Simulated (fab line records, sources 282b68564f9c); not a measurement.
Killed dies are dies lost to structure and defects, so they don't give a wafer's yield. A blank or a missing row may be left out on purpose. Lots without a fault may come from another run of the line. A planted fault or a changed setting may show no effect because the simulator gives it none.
Which tool did it? | flow rit_cmos | 14 lots, 42 wafers sampled, at 2 steps of a route of 202

WHAT THE GAUGES READ, wafer by wafer
RIT_WELLDRIVE_RS_MEAS_01: measures by four-point-probe. Usual: NWELL_RS 275.5 ohm/sq, standard deviation 0.85.
lot  | measured    | on            | NWELL_RS (ohm/sq) | flag
L679 | day 2 12:40 | film_metro-03 | 275.9 275.3 274.4 |
L680 | day 2 16:00 | film_metro-01 | 275.4 274.6 274.8 |
L681 | day 2 20:40 | film_metro-03 | 277.5 276.9 276.8 |
L685 | day 3 17:03 | film_metro-01 | 274.8 274.8 274.7 |
L686 | day 3 20:24 | film_metro-03 | 277.2 276.8 276.4 |
L687 | day 4 01:30 | film_metro-03 | 274.6 275.8 274.9 |
L688 | day 4 06:37 | film_metro-01 | 275.8 275.1 275.8 |
L689 | day 4 15:31 | film_metro-01 | 275.5 275.4 275.7 |
L691 | day 5 02:43 | film_metro-03 | 274.9 275.5 275.3 |
L692 | day 5 10:37 | film_metro-03 | 274.4 274.7 275.4 |
L693 | day 5 15:44 | film_metro-01 | 277.3 276.6 276.0 |
L696 | day 6 11:33 | film_metro-01 | 282.9 282.8 282.1 | OFF
L700 | day 7 01:08 | film_metro-03 | 280.8 280.7 282.4 | OFF
L702 | day 7 04:29 | film_metro-04 | 276.5 275.8 275.6 |

WHICH TOOL RAN EACH LOT (tool, then ch and the chambers of the sampled wafers, then the start)
lot  | RIT_NWELL_IMPLANT_08
L679 | implanter-02 ch 0, day 2 04:32
L680 | implanter-02 ch 0, day 2 08:41
L681 | implanter-02 ch 0, day 2 13:04
L685 | implanter-03 ch 0, day 3 09:01
L686 | implanter-03 ch 0, day 3 11:15
L687 | implanter-03 ch 0, day 3 15:22
L688 | implanter-01 ch 0, day 3 20:31
L689 | implanter-03 ch 0, day 4 07:43
L691 | implanter-03 ch 0, day 4 15:44
L692 | implanter-01 ch 0, day 4 23:55
L693 | implanter-01 ch 0, day 5 04:49
L696 | implanter-02 ch 0, day 6 01:40
L700 | implanter-02 ch 0, day 6 17:58
L702 | implanter-03 ch 0, day 6 18:28
- RIT_NWELL_IMPLANT_08

WHAT THE TOOLS THEMSELVES READ (means of the sampled wafers that have a number; where no wafer has one, the mark that the record gives instead)
RIT_NWELL_IMPLANT_08. Usual: dose_ions_cm2 5e+13, standard deviation 5.7e+10; end_station_pressure_torr 5.11e-06 Torr, standard deviation 2.7e-07.
lot  | tool         | dose_ions_cm2 | end_station_pressure_torr (Torr) | flag
L679 | implanter-02 | 5e+13         | 4.77e-06                         |
L680 | implanter-02 | 5e+13         | 5.13e-06                         |
L681 | implanter-02 | 5e+13         | 5.00e-06                         |
L685 | implanter-03 | 5e+13         | 5.24e-06                         |
L686 | implanter-03 | 5e+13         | 5.20e-06                         |
L687 | implanter-03 | 5e+13         | 5.12e-06                         |
L688 | implanter-01 | 5e+13         | 5.44e-06                         |
L689 | implanter-03 | 5e+13         | 4.95e-06                         |
L691 | implanter-03 | 5e+13         | 5.40e-06                         |
L692 | implanter-01 | 5e+13         | 5.15e-06                         |
L693 | implanter-01 | 5e+13         | 5.11e-06                         |
L696 | implanter-02 | 5e+13         | 4.94e-06                         |
L700 | implanter-02 | 5e+13         | 5.35e-06                         |
L702 | implanter-03 | 5e+13         | 5.06e-06                         |

THE ANSWER, worked out from the rows above alone
Rule: a lot is off if the mean of its wafers that have a number lies more than 3 standard deviations from the usual mean. A lot without any number at a reading at which 4 lots or more have one is off too. The other lots that the step has rows for count as sound. The gauges are gone through in route order, then the tools' own readings, and for those a lot's mean is taken as printed above. The first step at which some lot is off is used, and at that step the reading that is off furthest; a lot without a number counts as furthest.
Off: L696, L700, at RIT_WELLDRIVE_RS_MEAS_01 (NWELL_RS).
A tool fits if, at a process step before that reading, it ran every lot that is off, and no sound lot after the first of them. The gauges at RIT_WELLDRIVE_RS_MEAS_01 are tried like those tools. One fits: implanter-02 at RIT_NWELL_IMPLANT_08. Its last sound lot is L681 (day 2 13:04), its first lot that is off L696 (day 6 01:40): a fault that began between those two fits.

WHAT THE SIMULATOR HAD PUT IN
Process parameter drift: implanter-02, from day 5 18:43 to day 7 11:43, at RIT_NWELL_IMPLANT_08. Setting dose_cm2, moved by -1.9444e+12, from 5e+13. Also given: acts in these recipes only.
Lots struck among those shown: L696, L700. The rule above found the same.
